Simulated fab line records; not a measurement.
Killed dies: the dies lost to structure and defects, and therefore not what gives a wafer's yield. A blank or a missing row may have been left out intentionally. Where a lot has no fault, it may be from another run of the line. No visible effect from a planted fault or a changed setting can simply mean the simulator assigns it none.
fab line records ; flow ritCmos
record: lots: 14; wafers: 42; lastDay: 7
route steps=202 shown GATE@85 NLDD@109 PLDD@124 M1@202
lots that met no fault: from a run of the same line without faults
startH: hours from the record's first day to the start of the lot's first wafer shown ; waitH: hours since the lot's step before ; " identical to the entry in the row above ; L1.1+2: one row covering several wafers at once ; - value missing, or start not given ; * or withheld: withheld ; < > ~ a bound
route shown NAME@n: names a module that has steps shown in the file, with the first one's number in the route ; usual: mean/standard deviation taken from wafers without a fault ; same: alike in all rows ; chamber/n: place in a boat ; sites: readings site by site ; _std_site: the standard deviation of these ; _edge_site: the outer-site mean with the inner-site mean subtracted ; radiusMm: how far each site lies from the wafer's centre ; mask NAME#n: copy n ; behind: tool/chamber where the wafer was last shaped ; hold: the reason the lot was held/the length of the hold in hours/how it ended ; device: the transistor (n, p or np) that didn't switch ; end of line: the tests these same wafers got at the end of their route ; a step without rows: its recipe alone ; killed: count of dies lost to structure and defects at first sort (not the wafer's yield) ; map: per-die view of a wafer (x killed, . not killed, _ where there is no die)
set.NAME: the setting as run; set.NAME@STEP: as run at that earlier step ; model.NAME: the simulator's own value behind a step, which no gauge read
steps of the route over a sample of lots; a table a step, a row a wafer
services: a tool's chamber out of use, with start hour (startH, from the record's first day; less than 0 if before it), hours out, and reason
== steps ==
step: RIT_GATE_THK_MEAS_09
recipe: reads: poly-Si_of_GATE_CVD_08
usual: GATE_POLY_THK: 249.5/2.6
lot.wafer;tool;chamber;startH;waitH;GATE_POLY_THK[nm]
L592.1;filmMetro-03;-;37.93;0.0;245.2
L592.5;filmMetro-03;-;37.93;0.0;245.9
L592.6;filmMetro-03;-;37.93;0.0;247.2
L593.1;filmMetro-02;-;46.34;0.0;246.8
L593.2;filmMetro-02;-;46.34;0.0;247.1
L593.6;filmMetro-02;-;46.34;0.0;246.2
L594.4;filmMetro-02;-;50.18;0.0;250.1
L594.5;filmMetro-02;-;50.18;0.0;247.6
L594.6;filmMetro-02;-;50.18;0.0;249.7
L595.1;filmMetro-02;-;54.49;0.0;249.3
L595.3;filmMetro-02;-;54.49;0.0;247.0
L595.6;filmMetro-02;-;54.49;0.0;248.7
L600.1;filmMetro-04;-;81.75;0.0;249.5
L600.5;filmMetro-04;-;81.75;0.0;246.0
L600.6;filmMetro-04;-;81.75;0.0;248.1
L601.1;filmMetro-02;-;84.39;0.0;251.9
L601.2;filmMetro-02;-;84.39;0.0;249.3
L601.3;filmMetro-02;-;84.39;0.0;251.0
L603.2;filmMetro-04;-;91.84;0.0;249.6
L603.4;filmMetro-04;-;91.84;0.0;250.2
L603.5;filmMetro-04;-;91.84;0.0;251.2
L606.2;filmMetro-04;-;106.98;0.0;246.7
L606.3;filmMetro-04;-;106.98;0.0;245.8
L606.5;filmMetro-04;-;106.98;0.0;247.2
L608.2;filmMetro-04;-;117.98;0.0;253.8
L608.4;filmMetro-04;-;117.98;0.0;253.9
L608.5;filmMetro-04;-;117.98;0.0;253.4
L609.2;filmMetro-04;-;124.37;0.0;248.9
L609.5;filmMetro-04;-;124.37;0.0;251.6
L609.6;filmMetro-04;-;124.37;0.0;251.6
L610.3;filmMetro-04;-;127.58;0.0;247.2
L610.5;filmMetro-04;-;127.58;0.0;250.9
L610.6;filmMetro-04;-;127.58;0.0;249.5
L613.1;filmMetro-04;-;142.28;0.0;245.2
L613.3;filmMetro-04;-;142.28;0.0;246.6
L613.5;filmMetro-04;-;142.28;0.0;246.7
L614.1;filmMetro-03;-;150.36;0.0;249.3
L614.2;filmMetro-03;-;150.36;0.0;251.2
L614.4;filmMetro-03;-;150.36;0.0;248.8
L615.2;filmMetro-04;-;154.15;0.0;251.2
L615.3;filmMetro-04;-;154.15;0.0;252.4
L615.6;filmMetro-04;-;154.15;0.0;252.0
step: RIT_GATE_CD_MEAS_16
recipe: targetCdNm: 150
usual: cdNm: 148.8/2.6
lot.wafer;tool;chamber;startH;waitH;cdNm
L592.1;cdSem-01;-;38.97;-;145.0
L592.5;cdSem-01;-;38.97;-;142.8
L592.6;cdSem-01;-;38.97;-;143.5
L593.1;cdSem-02;-;47.25;-;149.0
L593.2;cdSem-02;-;47.25;-;145.0
L593.6;cdSem-02;-;47.25;-;147.9
L594.4;cdSem-01;-;51.12;-;150.0
L594.5;cdSem-01;-;51.12;-;146.1
L594.6;cdSem-01;-;51.12;-;147.6
L595.1;cdSem-01;-;55.40;-;149.6
L595.3;cdSem-01;-;55.40;-;147.9
L595.6;cdSem-01;-;55.40;-;148.9
L600.1;cdSem-01;-;82.66;-;147.8
L600.5;cdSem-01;-;82.66;-;146.8
L600.6;cdSem-01;-;82.66;-;146.0
L601.1;cdSem-01;-;85.43;-;150.0
L601.2;cdSem-01;-;85.43;-;151.8
L601.3;cdSem-01;-;85.43;-;149.7
L603.2;cdSem-01;-;92.76;-;150.7
L603.4;cdSem-01;-;92.76;-;149.6
L603.5;cdSem-01;-;92.76;-;150.3
L606.2;cdSem-01;-;108.18;-;152.7
L606.3;cdSem-01;-;108.18;-;153.4
L606.5;cdSem-01;-;108.18;-;154.2
L608.2;cdSem-01;-;119.02;-;151.4
L608.4;cdSem-01;-;119.02;-;147.7
L608.5;cdSem-01;-;119.02;-;148.5
L609.2;cdSem-02;-;125.36;-;146.7
L609.5;cdSem-02;-;125.36;-;145.1
L609.6;cdSem-02;-;125.36;-;143.0
L610.3;cdSem-01;-;128.66;-;152.2
L610.5;cdSem-01;-;128.66;-;152.1
L610.6;cdSem-01;-;128.66;-;153.2
L613.1;cdSem-01;-;143.35;-;148.0
L613.3;cdSem-01;-;143.35;-;148.3
L613.5;cdSem-01;-;143.35;-;148.3
L614.1;cdSem-01;-;151.40;-;146.9
L614.2;cdSem-01;-;151.40;-;145.0
L614.4;cdSem-01;-;151.40;-;145.3
L615.2;cdSem-01;-;155.31;-;149.3
L615.3;cdSem-01;-;155.31;-;151.5
L615.6;cdSem-01;-;155.31;-;152.1
step: RIT_NLDD_OVL_MEAS_06
usual: NLDD_OVL: 0.2/1.3
lot.wafer;tool;chamber;startH;waitH;NLDD_OVL[nm]
L592.1;overlay-01;-;45.86;-;2.3
L592.5;overlay-01;-;45.86;-;2.6
L592.6;overlay-01;-;45.86;-;3.1
L593.1;overlay-01;-;51.95;-;-1.6
L593.2;overlay-01;-;51.95;-;0.4
L593.6;overlay-01;-;51.95;-;-0.8
L594.4;overlay-02;-;56.15;-;0.7
L594.5;overlay-02;-;56.15;-;-1.1
L594.6;overlay-02;-;56.15;-;-0.9
L595.1;overlay-01;-;59.93;-;1.0
L595.3;overlay-01;-;59.93;-;-1.8
L595.6;overlay-01;-;59.93;-;0.2
L600.1;overlay-02;-;87.52;-;0.6
L600.5;overlay-02;-;87.52;-;0.0
L600.6;overlay-02;-;87.52;-;0.8
L601.1;overlay-02;-;90.94;-;1.6
L601.2;overlay-02;-;90.94;-;1.7
L601.3;overlay-02;-;90.94;-;1.6
L603.2;overlay-01;-;98.49;-;1.0
L603.4;overlay-01;-;98.49;-;-1.0
L603.5;overlay-01;-;98.49;-;1.7
L606.2;overlay-02;-;114.39;-;0.7
L606.3;overlay-02;-;114.39;-;-0.5
L606.5;overlay-02;-;114.39;-;-1.0
L608.2;overlay-02;-;123.67;-;1.2
L608.4;overlay-02;-;123.67;-;1.1
L608.5;overlay-02;-;123.67;-;0.1
L609.2;overlay-02;-;131.28;-;-1.3
L609.5;overlay-02;-;131.28;-;-0.1
L609.6;overlay-02;-;131.28;-;0.4
L610.3;overlay-02;-;133.39;-;0.4
L610.5;overlay-02;-;133.39;-;0.1
L610.6;overlay-02;-;133.39;-;-1.5
L613.1;overlay-01;-;149.45;-;-0.3
L613.3;overlay-01;-;149.45;-;0.4
L613.5;overlay-01;-;149.45;-;1.6
L614.1;overlay-02;-;157.03;-;0.4
L614.2;overlay-02;-;157.03;-;0.3
L614.4;overlay-02;-;157.03;-;-0.2
L615.2;overlay-02;-;161.20;-;1.1
L615.3;overlay-02;-;161.20;-;1.0
L615.6;overlay-02;-;161.20;-;0.1
step: RIT_NLDD_STRIP_09
recipe: chemistry: O2; timeS: 180; resist: NOVOLAK; platenTempC: withheld; powerW: 500; pressureMtorr: 4000; o2FlowSccm: 4000
usual: chamberPressureMTorr: 4000/3.9; drypumpMotorCurrentA: 6.1/0.39
lot.wafer;tool;chamber;startH;waitH;chamberPressureMTorr;drypumpMotorCurrentA;rfHoursCounterH
L592.1;plasmaAsher-03;1;46.20;0.1;4002;6.3;39
L592.5;plasmaAsher-03;1;46.20;0.1;4002;6.3;-
L592.6;plasmaAsher-03;0;46.20;0.1;4003;6.5;-
L593.1;plasmaAsher-03;1;52.29;0.1;4002;6.3;40
L593.2;plasmaAsher-03;0;52.29;0.1;3993;6.5;40
L593.6;plasmaAsher-03;0;52.29;0.1;3994;6.5;-
L594.4;plasmaAsher-04;1;56.53;0.1;3997;6.1;-
L594.5;plasmaAsher-04;0;56.53;0.1;3995;6.0;-
L594.6;plasmaAsher-04;1;56.53;0.1;3998;6.1;-
L595.1;plasmaAsher-04;1;60.27;0.1;3994;6.1;27
L595.3;plasmaAsher-04;1;60.27;0.1;4003;6.2;-
L595.6;plasmaAsher-04;1;60.27;0.1;3998;6.1;-
L600.1;plasmaAsher-03;0;87.85;0.1;-;-;-
L600.5;plasmaAsher-03;0;87.85;0.1;-;-;-
L600.6;plasmaAsher-03;1;87.85;0.1;-;-;-
L601.1;plasmaAsher-02;0;91.28;0.1;-;-;-
L601.2;plasmaAsher-02;1;91.28;0.1;-;-;-
L601.3;plasmaAsher-02;0;91.28;0.1;-;-;-
L603.2;plasmaAsher-02;0;99.00;0.1;3995;5.3;47
L603.4;plasmaAsher-02;0;99.00;0.1;3995;5.3;-
L603.5;plasmaAsher-02;1;99.00;0.1;4001;6.4;-
L606.2;plasmaAsher-04;1;114.72;0.1;3998;6.1;35
L606.3;plasmaAsher-04;0;114.72;0.1;3996;6.0;-
L606.5;plasmaAsher-04;0;114.72;0.1;4006;6.0;-
L608.2;plasmaAsher-03;0;124.00;0.1;3999;6.5;1
L608.4;plasmaAsher-03;0;124.00;0.1;4003;6.5;-
L608.5;plasmaAsher-03;0;124.00;0.1;4000;6.5;-
L609.2;plasmaAsher-03;1;131.61;0.1;3998;6.3;2
L609.5;plasmaAsher-03;0;131.61;0.1;4002;6.5;-
L609.6;plasmaAsher-03;1;131.61;0.1;3998;6.3;-
L610.3;plasmaAsher-04;1;133.78;0.1;4001;6.1;-
L610.5;plasmaAsher-04;1;133.78;0.1;3996;6.1;-
L610.6;plasmaAsher-04;0;133.78;0.1;3999;6.0;-
L613.1;plasmaAsher-02;0;149.78;0.1;3997;5.3;53
L613.3;plasmaAsher-02;1;149.78;0.1;3998;6.4;-
L613.5;plasmaAsher-02;0;149.78;0.1;3999;5.3;-
L614.1;plasmaAsher-03;0;157.37;0.1;3997;6.5;4
L614.2;plasmaAsher-03;1;157.37;0.1;4004;6.3;4
L614.4;plasmaAsher-03;1;157.37;0.1;4007;6.3;-
L615.2;plasmaAsher-02;1;161.53;0.1;4002;6.5;54
L615.3;plasmaAsher-02;0;161.53;0.1;3994;5.3;-
L615.6;plasmaAsher-02;1;161.53;0.1;3995;6.4;-
step: RIT_PLDD_TW_MEAS_10
usual: PLDD_TW: 2358/28
lot.wafer;tool;chamber;startH;waitH;hold;PLDD_TW
L592.1;filmMetro-01;-;48.03;0.1;-;2380
L592.5;filmMetro-01;-;48.03;0.1;-;2393
L592.6;filmMetro-01;-;48.03;0.1;-;2382
L593.1;filmMetro-03;-;54.01;0.1;-;2360
L593.2;filmMetro-03;-;54.01;0.1;-;2341
L593.6;filmMetro-03;-;54.01;0.1;-;2329
L594.4;filmMetro-01;-;58.36;0.1;-;2386
L594.5;filmMetro-01;-;58.36;0.1;-;2393
L594.6;filmMetro-01;-;58.36;0.1;-;2383
L595.1;filmMetro-03;-;61.99;0.1;-;2330
L595.3;filmMetro-03;-;61.99;0.1;-;2338
L595.6;filmMetro-03;-;61.99;0.1;-;2343
L600.1;filmMetro-03;-;89.57;0.1;awaitDispo/0.2h/release;30
L600.5;filmMetro-03;-;89.57;0.1;awaitDispo/0.2h/release;30
L600.6;filmMetro-03;-;89.57;0.1;awaitDispo/0.2h/release;30
L600.1;filmMetro-03;-;89.80;0.2;-;30
L600.5;filmMetro-03;-;89.80;0.2;-;30
L600.6;filmMetro-03;-;89.80;0.2;-;30
L601.1;filmMetro-03;-;92.87;0.1;awaitDispo/0.2h/release;30
L601.2;filmMetro-03;-;92.87;0.1;awaitDispo/0.2h/release;30
L601.3;filmMetro-03;-;92.87;0.1;awaitDispo/0.2h/release;30
L601.1;filmMetro-03;-;93.10;0.2;-;30
L601.2;filmMetro-03;-;93.10;0.2;-;30
L601.3;filmMetro-03;-;93.10;0.2;-;30
L603.2;filmMetro-01;-;100.61;0.1;-;2378
L603.4;filmMetro-01;-;100.61;0.1;-;2376
L603.5;filmMetro-01;-;100.61;0.1;-;2373
L606.2;filmMetro-01;-;116.40;0.1;-;2384
L606.3;filmMetro-01;-;116.40;0.1;-;2369
L606.5;filmMetro-01;-;116.40;0.1;-;2371
L608.2;filmMetro-02;-;125.62;0.1;-;2361
L608.4;filmMetro-02;-;125.62;0.1;-;2369
L608.5;filmMetro-02;-;125.62;0.1;-;2364
L609.2;filmMetro-01;-;133.34;0.1;-;2378
L609.5;filmMetro-01;-;133.34;0.1;-;2391
L609.6;filmMetro-01;-;133.34;0.1;-;2368
L610.3;filmMetro-01;-;135.33;0.1;-;2379
L610.5;filmMetro-01;-;135.33;0.1;-;2381
L610.6;filmMetro-01;-;135.33;0.1;-;2376
L613.1;filmMetro-01;-;151.38;0.1;-;2387
L613.3;filmMetro-01;-;151.38;0.1;-;2392
L613.5;filmMetro-01;-;151.38;0.1;-;2397
L614.1;filmMetro-03;-;158.96;0.1;-;2319
L614.2;filmMetro-03;-;158.96;0.1;-;2323
L614.4;filmMetro-03;-;158.96;0.1;-;2320
L615.2;filmMetro-02;-;163.13;0.1;-;2382
L615.3;filmMetro-02;-;163.13;0.1;-;2376
L615.6;filmMetro-02;-;163.13;0.1;-;2371
step: RIT_M1_PROBE_99
usual: defectLimitedYield: 97.3/1; killedAtContacts: 0.1/0.34; killedAtFrontEnd: 6.9/2.8; killedDies: 7.1/2.8; killedOpen: 3.4/1.9; killedShort: 3.6/1.7; sort_bin_3_pad_short: 0.1/0.21; sort_bin_5_function: 1.6/0.75; sort_bin_6_memory: 0.9/0.64; sortNPass: 256.9/2.8; sortYieldPct: 97.3/1
same: grossDies: 264; killed_at_M0_to_M3: 0; killed_at_M4_up: 0; killedAtBackSide: 0; killedAtOther: 0
lot.wafer;tool;chamber;startH;waitH;defectLimitedYield[%];killedAtContacts;killedAtFrontEnd;killedDies;killedOpen;killedShort;sort_bin_3_pad_short[%];sort_bin_5_function[%];sort_bin_6_memory[%];sortNPass;sortYieldPct[%]
L592.1;prober-01;-;63.51;0.1;98.5;0;4;4;1;3;0;0.8;0.8;260.0;98.5
L592.5;prober-01;-;63.71;0.2;94.7;0;14;14;4;10;0;4.2;1.1;250.0;94.7
L592.6;prober-01;-;63.76;0.2;96.6;1;8;9;5;4;0;2.3;1.1;255.0;96.6
L593.1;prober-02;-;70.86;0.1;97.7;0;6;6;1;5;0;1.1;1.1;258.0;97.7
L593.2;prober-02;-;70.91;0.1;95.8;0;11;11;6;5;0;3.0;1.1;253.0;95.8
L593.6;prober-02;-;71.11;0.2;97.0;0;8;8;6;2;0;1.5;1.5;256.0;97.0
L594.4;prober-01;-;74.17;0.2;97.0;0;8;8;6;2;0;1.9;1.1;256.0;97.0
L594.5;prober-01;-;74.22;0.2;95.8;0;11;11;6;5;0.4;3.0;0.8;253.0;95.8
L594.6;prober-01;-;74.27;0.2;99.2;0;2;2;2;0;0;0.8;0;262.0;99.2
L595.1;prober-02;-;76.22;0.1;98.1;0;5;5;1;4;0.4;0.4;1.1;259.0;98.1
L595.3;prober-02;-;76.32;0.2;98.1;0;5;5;1;4;0;0.8;1.1;259.0;98.1
L595.6;prober-02;-;76.47;0.2;97.3;0;7;7;4;3;0;0.8;1.9;257.0;97.3
L603.2;prober-02;-;114.19;0.1;97.7;0;6;6;4;2;0;1.1;1.1;258.0;97.7
L603.4;prober-02;-;114.29;0.2;98.5;0;4;4;4;0;0;0.8;0.8;260.0;98.5
L603.5;prober-02;-;114.34;0.2;97.0;0;8;8;3;5;0.4;2.3;0.4;256.0;97.0
L606.2;prober-01;-;130.03;0.1;98.5;0;4;4;2;2;0;1.5;0;260.0;98.5
L606.3;prober-01;-;130.08;0.2;98.9;0;3;3;2;1;0;0.8;0.4;261.0;98.9
L606.5;prober-01;-;130.18;0.2;97.7;0;6;6;4;2;0;1.1;1.1;258.0;97.7
L608.2;prober-01;-;139.39;0.1;98.9;1;2;3;2;1;0;0.8;0.4;261.0;98.9
L608.4;prober-01;-;139.49;0.2;96.6;0;9;9;4;5;0;2.3;1.1;255.0;96.6
L608.5;prober-01;-;139.54;0.2;97.3;0;7;7;3;4;0;1.9;0.8;257.0;97.3
L609.2;prober-02;-;147.70;0.1;97.7;0;6;6;1;5;0;1.5;0.8;258.0;97.7
L609.5;prober-02;-;147.85;0.2;97.3;0;7;7;3;4;0.4;1.5;0.8;257.0;97.3
L609.6;prober-02;-;147.90;0.2;97.7;0;6;6;4;2;0;1.5;0.8;258.0;97.7
L610.3;prober-01;-;150.48;0.2;97.7;0;6;6;2;4;0.4;1.1;0.8;258.0;97.7
L610.5;prober-01;-;150.58;0.2;99.6;0;1;1;1;0;0;0.4;0;263.0;99.6
L610.6;prober-01;-;150.63;0.2;97.7;0;6;6;4;2;0;0.8;1.5;258.0;97.7
L613.1;prober-01;-;165.87;0.1;98.1;0;5;5;3;2;0;0.8;1.1;259.0;98.1
L613.3;prober-01;-;165.97;0.2;97.7;0;6;6;1;5;0;1.9;0.4;258.0;97.7
L613.5;prober-01;-;166.07;0.2;95.5;1;11;12;6;6;0;1.5;3.0;252.0;95.5
L614.1;prober-02;-;173.28;0.1;97.7;0;6;6;3;3;0.4;0.8;1.1;258.0;97.7
L614.2;prober-02;-;173.33;0.1;98.1;0;5;5;1;4;0.8;0.8;0.4;259.0;98.1
L614.4;prober-02;-;173.43;0.2;97.7;0;6;6;3;3;0;1.5;0.8;258.0;97.7
L615.2;prober-01;-;176.72;0.1;97.3;0;7;7;1;6;0;2.3;0.4;257.0;97.3
L615.3;prober-01;-;176.77;0.2;97.0;0;8;8;4;4;0;1.9;1.1;256.0;97.0
L615.6;prober-01;-;176.92;0.2;96.6;0;9;9;4;5;0.4;1.1;1.9;255.0;96.6
killed by level:class
L592.1 GATE:geometricParticle:short=1 REOX:geometricParticle:short=1 SPACER:geometricParticle:open=1 SPACER:geometricParticle:short=1
L592.5 GATE:geometricParticle:short=3 SPACER:geometricParticle:short=3 FOX1:geometricParticle:open=2 SILICIDE:geometricParticle:short=2 FOX1:geometricParticle:short=1 GATE:geometricParticle:open=1 REOX:geometricParticle:short=1 SPACER:geometricParticle:open=1
L592.6 FOX1:geometricParticle:short=2 SPACER:geometricParticle:open=2 FOX2:geometricParticle:open=1 FOX2:geometricParticle:short=1 REOX:geometricParticle:open=1 REOX:geometricParticle:short=1 CONTACT:geometricParticle:open=1
L593.1 FOX1:geometricParticle:short=2 SILICIDE:geometricParticle:short=2 FOX1:geometricParticle:open=1 REOX:geometricParticle:short=1
L593.2 REOX:geometricParticle:open=3 GATE:geometricParticle:short=2 GATE:geometricParticle:open=2 SILICIDE:geometricParticle:short=2 FOX2:geometricParticle:open=1 SPACER:geometricParticle:short=1
L593.6 REOX:geometricParticle:open=3 FOX1:geometricParticle:open=1 GATE:geometricParticle:open=1 GATE:geometricParticle:short=1 REOX:geometricParticle:short=1 SILICIDE:geometricParticle:open=1
L594.4 FOX1:geometricParticle:open=2 GATE:geometricParticle:short=2 REOX:geometricParticle:open=2 FOX2:geometricParticle:open=1 GATE:geometricParticle:open=1
L594.5 GATE:geometricParticle:short=3 FOX1:geometricParticle:short=2 REOX:geometricParticle:open=2 FOX1:geometricParticle:open=1 FOX2:geometricParticle:open=1 GATE:geometricParticle:open=1 SILICIDE:geometricParticle:open=1
L594.6 GATE:geometricParticle:open=1 SPACER:geometricParticle:open=1
L595.1 GATE:geometricParticle:short=2 FOX1:geometricParticle:short=1 GATE:geometricParticle:open=1 REOX:geometricParticle:short=1
L595.3 FOX1:geometricParticle:short=1 GATE:geometricParticle:short=1 GATE:geometricParticle:open=1 SPACER:geometricParticle:short=1 SILICIDE:geometricParticle:short=1
L595.6 REOX:geometricParticle:open=4 GATE:geometricParticle:short=1 REOX:geometricParticle:short=1 SPACER:geometricParticle:short=1
L603.2 FOX1:geometricParticle:open=1 FOX1:geometricParticle:short=1 GATE:geometricParticle:open=1 SPACER:geometricParticle:open=1 SPACER:geometricParticle:short=1 SILICIDE:geometricParticle:open=1
L603.4 GATE:geometricParticle:open=2 REOX:geometricParticle:open=1 SILICIDE:geometricParticle:open=1
L603.5 SILICIDE:geometricParticle:short=3 GATE:geometricParticle:short=2 GATE:geometricParticle:open=2 REOX:geometricParticle:open=1
L606.2 FOX1:geometricParticle:open=1 FOX2:geometricParticle:short=1 SPACER:geometricParticle:short=1 SPACER:geometricParticle:open=1
L606.3 GATE:geometricParticle:open=1 SPACER:geometricParticle:open=1 SILICIDE:geometricParticle:short=1
L606.5 SPACER:geometricParticle:open=2 FOX1:geometricParticle:short=1 GATE:geometricParticle:open=1 REOX:geometricParticle:short=1 SILICIDE:geometricParticle:open=1
L608.2 GATE:geometricParticle:open=1 SPACER:geometricParticle:open=1 CONTACT:geometricParticle:short=1
L608.4 GATE:geometricParticle:short=5 GATE:geometricParticle:open=4
L608.5 GATE:geometricParticle:short=4 GATE:geometricParticle:open=2 FOX2:geometricParticle:open=1
L609.2 GATE:geometricParticle:short=3 FOX1:geometricParticle:short=1 GATE:geometricParticle:open=1 SILICIDE:geometricParticle:short=1
L609.5 FOX1:geometricParticle:short=2 GATE:geometricParticle:short=2 FOX1:geometricParticle:open=1 GATE:geometricParticle:open=1 SPACER:geometricParticle:open=1
L609.6 GATE:geometricParticle:open=2 FOX1:geometricParticle:short=1 FOX2:geometricParticle:open=1 SILICIDE:geometricParticle:short=1 SILICIDE:geometricParticle:open=1
L610.3 GATE:geometricParticle:short=2 SILICIDE:geometricParticle:short=2 GATE:geometricParticle:open=1 SILICIDE:geometricParticle:open=1
L610.5 SILICIDE:geometricParticle:open=1
L610.6 FOX1:geometricParticle:open=2 FOX1:geometricParticle:short=1 GATE:geometricParticle:open=1 GATE:geometricParticle:short=1 SPACER:geometricParticle:open=1
L613.1 GATE:geometricParticle:open=2 FOX1:geometricParticle:open=1 FOX2:geometricParticle:short=1 GATE:geometricParticle:short=1
L613.3 FOX1:geometricParticle:short=3 SILICIDE:geometricParticle:short=2 GATE:geometricParticle:open=1
L613.5 GATE:geometricParticle:short=4 FOX1:geometricParticle:open=3 FOX1:geometricParticle:short=2 GATE:geometricParticle:open=1 REOX:geometricParticle:open=1 CONTACT:geometricParticle:open=1
L614.1 GATE:geometricParticle:short=3 GATE:geometricParticle:open=1 REOX:geometricParticle:open=1 SPACER:geometricParticle:open=1
L614.2 SILICIDE:geometricParticle:short=2 GATE:geometricParticle:open=1 GATE:geometricParticle:short=1 SPACER:geometricParticle:short=1
L614.4 ACTIVE:geometricParticle:short=1 FOX1:geometricParticle:short=1 REOX:geometricParticle:open=1 SPACER:geometricParticle:short=1 SPACER:geometricParticle:open=1 SILICIDE:geometricParticle:open=1
L615.2 REOX:geometricParticle:short=2 FOX1:geometricParticle:short=1 FOX2:geometricParticle:short=1 GATE:geometricParticle:short=1 GATE:geometricParticle:open=1 SILICIDE:geometricParticle:short=1
L615.3 GATE:geometricParticle:open=2 GATE:geometricParticle:short=2 FOX1:geometricParticle:short=1 FOX2:geometricParticle:open=1 REOX:geometricParticle:open=1 SILICIDE:geometricParticle:short=1
L615.6 FOX2:geometricParticle:open=2 REOX:geometricParticle:short=2 FOX1:geometricParticle:short=1 FOX2:geometricParticle:short=1 GATE:geometricParticle:open=1 GATE:geometricParticle:short=1 REOX:geometricParticle:open=1
== services ==
tool;chamber;startH;hours;kind
plasmaAsher-02;-;40.67;2.8;pm
plasmaAsher-03;-;57.75;28.1;pm
plasmaAsher-03;-;105.49;1.6;repair
plasmaAsher-03;-;108.75;9.0;pm
plasmaAsher-03;0;108.75;9.0;ventCycle
plasmaAsher-03;1;108.75;9.0;ventCycle
plasmaAsher-03;0;117.75;-;clean
plasmaAsher-03;1;117.75;-;clean
plasmaAsher-04;-;159.44;14.6;pm
== key ==
firstSign: step: RIT_NLDD_STRIP_09; reading: toolRecord; direction: missing
effect: step: RIT_PLDD_TW_MEAS_10; reading: visit; direction: added
effect: step: RIT_PLDD_TW_MEAS_10; reading: PLDD_TW; direction: down; sigmas: 83; usual: 2358; struck: 30
metAt RIT_NLDD_STRIP_09
struckLots L600,L601
scrappedBehind RIT_PLDD_TW_MEAS_10 L600.1,L600.5,L600.6,L601.1,L601.2,L601.3
notActingAt RIT_GATE_THK_MEAS_09,RIT_GATE_CD_MEAS_16,RIT_NLDD_OVL_MEAS_06
onsetBetween 52.29 87.85
fault: kind: skippedStepWhole; tool: plasmaAsher-02,plasmaAsher-03; chamber: -; onsetH: 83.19; steps: RIT_NLDD_STRIP_09; scope: struckLotsOnly
